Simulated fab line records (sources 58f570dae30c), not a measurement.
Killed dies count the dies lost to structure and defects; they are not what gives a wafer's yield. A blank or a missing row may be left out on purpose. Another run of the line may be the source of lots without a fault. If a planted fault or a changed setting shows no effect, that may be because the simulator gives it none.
Chamber matching + flow berkeley cmos170 + UCB170_GATE_ETCH_15 on rie si-01: 3 sister chambers
The step etches poly-Si in HBr/Cl2, stops on SiO2, time 56.3 s, target depth 278.2 nm. 3 wafers are shown with their chamber, then 6 later ones without.

== WAFERS, EACH WITH ITS CHAMBER ==
| wafer  | chamber | drypump motor current A (A) |
|--------|---------|-----------------------------|
| L373.3 | 2       | 5.5                         |
| L379.2 | 1       | 5.7                         |
| L379.3 | 0       | 6.5                         |

== WAFERS WITHOUT THEIR CHAMBER ==
| wafer  | drypump motor current A (A) |
|--------|-----------------------------|
| L379.5 | 5.7                         |
| L383.3 | 5.6                         |
| L383.4 | 5.7                         |
| L383.5 | 6.5                         |
| L385.2 | 5.5                         |
| L385.3 | 5.7                         |

== THE CHAMBER EACH PASSED THROUGH ==
| wafer  | from the rows above     | in truth |
|--------|-------------------------|----------|
| L379.5 | 1                       | 1        |
| L383.3 | can't be placed: 2 or 1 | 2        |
| L383.4 | 1                       | 1        |
| L383.5 | 0                       | 0        |
| L385.2 | 2                       | 2        |
| L385.3 | 1                       | 1        |
5 of 6 placed correctly. Cannot be placed on the basis of these rows: 1; the candidates contain the true chamber in 1. Number placed wrongly: 0.
How it was worked out, from the rows above alone: a wafer's distance from a chamber is the root of the sum, over the readings, of the square of ((its reading less the chamber's mean) divided by the reading's scatter). If the next closest chamber is less than 2 further off than the closest, the wafer can't be placed; otherwise it belongs to the closest. For every chamber, the mean is computed from those of its wafers that are shown. The scatter: root of mean squared gap, hidden wafer to nearest shown wafer, with one shown wafer a chamber.
